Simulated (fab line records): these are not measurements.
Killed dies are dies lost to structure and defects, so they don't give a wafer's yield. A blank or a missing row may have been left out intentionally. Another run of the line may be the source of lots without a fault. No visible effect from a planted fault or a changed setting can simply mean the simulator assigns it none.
Which tool is to blame? || flow berkeleyCmos170 || 15 lots with 45 wafers sampled at 4 steps, on a route of 331 steps

WHAT THE GAUGES READ, wafer by wafer
UCB170_NWELL_THK_MEAS_05. Usual: NWELL_NITRIDE_THK 223.8 nm, standard deviation 2.1.
{"lot": "L596", "measured": "day 2 17:49", "on": "filmMetro-02", "NWELL_NITRIDE_THK (nm)": "225.9 229.4 229.1", "flag": ""}
{"lot": "L597", "measured": "day 3 02:31", "on": "filmMetro-02", "NWELL_NITRIDE_THK (nm)": "221.3 222.5 223.5", "flag": ""}
{"lot": "L600", "measured": "day 3 08:11", "on": "filmMetro-03", "NWELL_NITRIDE_THK (nm)": "224.1 225.9 225.1", "flag": ""}
{"lot": "L599", "measured": "day 3 08:16", "on": "filmMetro-01", "NWELL_NITRIDE_THK (nm)": "222.0 224.0 222.2", "flag": ""}
{"lot": "L603", "measured": "day 4 02:06", "on": "filmMetro-02", "NWELL_NITRIDE_THK (nm)": "223.2 223.3 222.5", "flag": ""}
{"lot": "L604", "measured": "day 4 08:51", "on": "filmMetro-03", "NWELL_NITRIDE_THK (nm)": "220.8 221.1 222.4", "flag": ""}
{"lot": "L605", "measured": "day 4 19:41", "on": "filmMetro-02", "NWELL_NITRIDE_THK (nm)": "226.3 226.0 225.6", "flag": ""}
{"lot": "L606", "measured": "day 5 05:16", "on": "filmMetro-03", "NWELL_NITRIDE_THK (nm)": "223.2 224.6 223.3", "flag": ""}
{"lot": "L607", "measured": "day 5 05:16", "on": "filmMetro-01", "NWELL_NITRIDE_THK (nm)": "222.1 222.0 221.3", "flag": ""}
{"lot": "L608", "measured": "day 5 10:08", "on": "filmMetro-02", "NWELL_NITRIDE_THK (nm)": "224.4 223.7 224.4", "flag": ""}
{"lot": "L614", "measured": "day 6 12:00", "on": "filmMetro-02", "NWELL_NITRIDE_THK (nm)": "225.2 224.5 226.8", "flag": ""}
{"lot": "L615", "measured": "day 6 12:00", "on": "filmMetro-03", "NWELL_NITRIDE_THK (nm)": "221.6 222.9 223.9", "flag": ""}
{"lot": "L616", "measured": "day 6 22:32", "on": "filmMetro-02", "NWELL_NITRIDE_THK (nm)": "224.0 224.1 222.9", "flag": ""}
{"lot": "L617", "measured": "day 7 07:48", "on": "filmMetro-03", "NWELL_NITRIDE_THK (nm)": "222.4 223.8 223.9", "flag": ""}
{"lot": "L618", "measured": "day 7 07:49", "on": "filmMetro-01", "NWELL_NITRIDE_THK (nm)": "222.8 224.6 225.3", "flag": ""}

UCB170_GATE_CD_MEAS_90: the cd target is 350 nm. Usual: 349.3 nm for cdNm, sd 1.4.
{"lot": "L596", "measured": "day 7 12:50", "on": "cdSem-01", "cdNm (nm)": "347.6 346.7 348.1", "flag": ""}
{"lot": "L597", "measured": "day 8 02:31", "on": "cdSem-02", "cdNm (nm)": "347.8 348.9 348.3", "flag": ""}
{"lot": "L600", "measured": "day 8 02:01", "on": "cdSem-02", "cdNm (nm)": "348.9 349.6 347.9", "flag": ""}
{"lot": "L599", "measured": "day 8 02:19", "on": "cdSem-02", "cdNm (nm)": "349.3 349.0 350.1", "flag": ""}
{"lot": "L603", "measured": "day 9 01:40", "on": "cdSem-01", "cdNm (nm)": "349.7 349.4 351.4", "flag": ""}
{"lot": "L604", "measured": "day 9 01:32", "on": "cdSem-01", "cdNm (nm)": "349.8 350.5 349.2", "flag": ""}
{"lot": "L605", "measured": "day 9 11:24", "on": "cdSem-02", "cdNm (nm)": "349.0 349.6 348.7", "flag": ""}
{"lot": "L606", "measured": "day 9 22:37", "on": "cdSem-02", "cdNm (nm)": "350.8 350.7 348.3", "flag": ""}
{"lot": "L607", "measured": "day 9 22:44", "on": "cdSem-02", "cdNm (nm)": "350.6 348.3 348.2", "flag": ""}
{"lot": "L608", "measured": "day 9 22:22", "on": "cdSem-02", "cdNm (nm)": "347.9 348.9 351.0", "flag": ""}
{"lot": "L614", "measured": "day 11 15:42", "on": "cdSem-02", "cdNm (nm)": "349.9 350.2 351.6", "flag": ""}
{"lot": "L615", "measured": "day 11 15:46", "on": "cdSem-01", "cdNm (nm)": "349.4 349.2 349.0", "flag": ""}
{"lot": "L616", "measured": "day 11 15:29", "on": "cdSem-01", "cdNm (nm)": "349.9 351.9 350.2", "flag": ""}
{"lot": "L617", "measured": "day 11 19:07", "on": "cdSem-02", "cdNm (nm)": "349.9 349.3 349.3", "flag": ""}
{"lot": "L618", "measured": "day 11 19:26", "on": "cdSem-02", "cdNm (nm)": "350.7 350.0 349.6", "flag": ""}

UCB170_PLDD_OVL_MEAS_07. Usual: PLDD_OVL -3 nm, standard deviation 6.
{"lot": "L596", "measured": "day 7 15:11", "on": "overlay-01", "PLDD_OVL (nm)": "-3 -6 -6", "flag": ""}
{"lot": "L597", "measured": "day 8 04:02", "on": "overlay-02", "PLDD_OVL (nm)": "-2 -9 -16", "flag": ""}
{"lot": "L600", "measured": "day 8 03:17", "on": "overlay-02", "PLDD_OVL (nm)": "8 -3 3", "flag": ""}
{"lot": "L599", "measured": "day 8 04:00", "on": "overlay-01", "PLDD_OVL (nm)": "4 -2 6", "flag": ""}
{"lot": "L603", "measured": "day 9 03:23", "on": "overlay-01", "PLDD_OVL (nm)": "-6 -1 -7", "flag": ""}
{"lot": "L604", "measured": "day 9 03:07", "on": "overlay-02", "PLDD_OVL (nm)": "-1 -11 -7", "flag": ""}
{"lot": "L605", "measured": "day 9 13:28", "on": "overlay-01", "PLDD_OVL (nm)": "-10 -15 -6", "flag": ""}
{"lot": "L606", "measured": "day 10 00:07", "on": "overlay-01", "PLDD_OVL (nm)": "-7 -6 -2", "flag": ""}
{"lot": "L607", "measured": "day 10 00:23", "on": "overlay-02", "PLDD_OVL (nm)": "0 1 -1", "flag": ""}
{"lot": "L608", "measured": "day 9 23:58", "on": "overlay-01", "PLDD_OVL (nm)": "-4 -1 2", "flag": ""}
{"lot": "L614", "measured": "day 11 18:37", "on": "overlay-01", "PLDD_OVL (nm)": "-1 1 -6", "flag": ""}
{"lot": "L615", "measured": "day 11 18:50", "on": "overlay-02", "PLDD_OVL (nm)": "-2 1 2", "flag": ""}
{"lot": "L616", "measured": "day 11 18:07", "on": "overlay-01", "PLDD_OVL (nm)": "-9 -18 -8", "flag": ""}
{"lot": "L617", "measured": "day 11 21:26", "on": "overlay-01", "PLDD_OVL (nm)": "2 3 -4", "flag": ""}
{"lot": "L618", "measured": "day 11 21:28", "on": "overlay-02", "PLDD_OVL (nm)": "2 -7 6", "flag": ""}

WHICH TOOL RAN EACH LOT (tool, then ch and the chambers of the sampled wafers, then the start)
{"lot": "L596", "UCB170_GATE_OXIDATION_01": "furnace-04 ch 0, day 7 04:18"}
{"lot": "L597", "UCB170_GATE_OXIDATION_01": "furnace-04 ch 0, day 7 15:55"}
{"lot": "L600", "UCB170_GATE_OXIDATION_01": "furnace-04 ch 0, day 7 15:55"}
{"lot": "L599", "UCB170_GATE_OXIDATION_01": "furnace-04 ch 0, day 7 15:55"}
{"lot": "L603", "UCB170_GATE_OXIDATION_01": "furnace-02 ch 0, day 8 15:41"}
{"lot": "L604", "UCB170_GATE_OXIDATION_01": "furnace-02 ch 0, day 8 15:41"}
{"lot": "L605", "UCB170_GATE_OXIDATION_01": "furnace-04 ch 0, day 9 01:33"}
{"lot": "L606", "UCB170_GATE_OXIDATION_01": "furnace-02 ch 0, day 9 12:53"}
{"lot": "L607", "UCB170_GATE_OXIDATION_01": "furnace-02 ch 0, day 9 12:53"}
{"lot": "L608", "UCB170_GATE_OXIDATION_01": "furnace-02 ch 0, day 9 12:53"}
{"lot": "L614", "UCB170_GATE_OXIDATION_01": "furnace-04 ch 0, day 11 02:04"}
{"lot": "L615", "UCB170_GATE_OXIDATION_01": "furnace-04 ch 0, day 11 02:04"}
{"lot": "L616", "UCB170_GATE_OXIDATION_01": "furnace-04 ch 0, day 11 02:04"}
{"lot": "L617", "UCB170_GATE_OXIDATION_01": "furnace-04 ch 0, day 11 09:54"}
{"lot": "L618", "UCB170_GATE_OXIDATION_01": "furnace-04 ch 0, day 11 09:54"}
- UCB170_GATE_OXIDATION_01: target thk 6.6 nm, ox time 1800 s.

WHAT THE TOOLS THEMSELVES READ (means of the sampled wafers that have a number; where no wafer has one, the mark that the record gives instead)
UCB170_GATE_OXIDATION_01. Usual: spikeTcCentreC 853.7 C, standard deviation 1.5; spikeTcLoadC 872.6 C, standard deviation 2.5; tubeCenterTempC 850 C, standard deviation 0.078; tube_center_temp_C_max 852.2, standard deviation 0.35.
{"lot": "L596", "tool": "furnace-04", "spikeTcCentreC (C)": 854.4, "spikeTcLoadC (C)": 871.3, "tubeCenterTempC (C)": 850, "tube_center_temp_C_max": 852.3, "flag": ""}
{"lot": "L597", "tool": "furnace-04", "spikeTcCentreC (C)": 854.3, "spikeTcLoadC (C)": 870.8, "tubeCenterTempC (C)": 850, "tube_center_temp_C_max": 852.2, "flag": ""}
{"lot": "L600", "tool": "furnace-04", "spikeTcCentreC (C)": 854.3, "spikeTcLoadC (C)": 870.3, "tubeCenterTempC (C)": 850, "tube_center_temp_C_max": 852.2, "flag": ""}
{"lot": "L599", "tool": "furnace-04", "spikeTcCentreC (C)": 855.7, "spikeTcLoadC (C)": 871.7, "tubeCenterTempC (C)": 850, "tube_center_temp_C_max": 852.1, "flag": ""}
{"lot": "L603", "tool": "furnace-02", "spikeTcCentreC (C)": 852.4, "spikeTcLoadC (C)": 876.4, "tubeCenterTempC (C)": 850, "tube_center_temp_C_max": 852.0, "flag": ""}
{"lot": "L604", "tool": "furnace-02", "spikeTcCentreC (C)": 851.7, "spikeTcLoadC (C)": 875.9, "tubeCenterTempC (C)": 850, "tube_center_temp_C_max": 852.3, "flag": ""}
{"lot": "L605", "tool": "furnace-04", "spikeTcCentreC (C)": 854.1, "spikeTcLoadC (C)": 871.5, "tubeCenterTempC (C)": 850, "tube_center_temp_C_max": 852.5, "flag": ""}
{"lot": "L606", "tool": "furnace-02", "spikeTcCentreC (C)": 846.7, "spikeTcLoadC (C)": 871.7, "tubeCenterTempC (C)": 845, "tube_center_temp_C_max": 847.1, "flag": "OFF"}
{"lot": "L607", "tool": "furnace-02", "spikeTcCentreC (C)": 846.9, "spikeTcLoadC (C)": 871.4, "tubeCenterTempC (C)": 845, "tube_center_temp_C_max": 847.2, "flag": "OFF"}
{"lot": "L608", "tool": "furnace-02", "spikeTcCentreC (C)": 847.1, "spikeTcLoadC (C)": 871.0, "tubeCenterTempC (C)": 845, "tube_center_temp_C_max": 847.1, "flag": "OFF"}
{"lot": "L614", "tool": "furnace-04", "spikeTcCentreC (C)": 854.6, "spikeTcLoadC (C)": 870.5, "tubeCenterTempC (C)": 850, "tube_center_temp_C_max": 852.1, "flag": ""}
{"lot": "L615", "tool": "furnace-04", "spikeTcCentreC (C)": 855.2, "spikeTcLoadC (C)": 870.9, "tubeCenterTempC (C)": 850, "tube_center_temp_C_max": 852.5, "flag": ""}
{"lot": "L616", "tool": "furnace-04", "spikeTcCentreC (C)": 853.9, "spikeTcLoadC (C)": 870.9, "tubeCenterTempC (C)": 850, "tube_center_temp_C_max": 852.4, "flag": ""}
{"lot": "L617", "tool": "furnace-04", "spikeTcCentreC (C)": 854.2, "spikeTcLoadC (C)": 871.0, "tubeCenterTempC (C)": 850, "tube_center_temp_C_max": 852.0, "flag": ""}
{"lot": "L618", "tool": "furnace-04", "spikeTcCentreC (C)": 855.6, "spikeTcLoadC (C)": 871.7, "tubeCenterTempC (C)": 850, "tube_center_temp_C_max": 852.1, "flag": ""}

THE ANSWER, worked out from the rows above alone
Rule: a lot counts as off when the mean over its wafers that have a number is more than 3 standard deviations away from the usual mean. Also off: a lot with no number at a reading for which 4 or more lots have one. Where the step has rows for the other lots, those lots are counted as sound. The gauges are gone through in route order, then the tools' own readings, and for those a lot's mean is taken as printed above. At the first step where some lot is off, the reading lying furthest off is the one used; lots without a number count as furthest.
Off: L606, L607, L608, at UCB170_GATE_OXIDATION_01 (tubeCenterTempC).
If a tool, at that step or one of the process steps before it, ran each lot that is off and ran no sound lot following the first of them, it fits. One fits: furnace-02 at UCB170_GATE_OXIDATION_01. A fault onset in the window from L603 (day 8 15:41, its last sound lot) to L606 (day 9 12:53, its first lot off) fits.
The tool's own readings at UCB170_GATE_OXIDATION_01 bear it out: on the lots that are off they differ by more than 5 times the standard deviation of the sound lots' means. spikeTcCentreC reads 846.9 C there against 854.2 C on the sound lots; tubeCenterTempC reads 845 C there against 850 C on the sound lots; tube_center_temp_C_max reads 847.1 there against 852.2 on the sound lots.

WHAT THE SIMULATOR HAD PUT IN
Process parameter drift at UCB170_GATE_OXIDATION_01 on furnace-02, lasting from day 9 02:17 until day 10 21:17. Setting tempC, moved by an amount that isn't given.
Struck lots among those shown: L606, L607, L608. The rule above found the same.
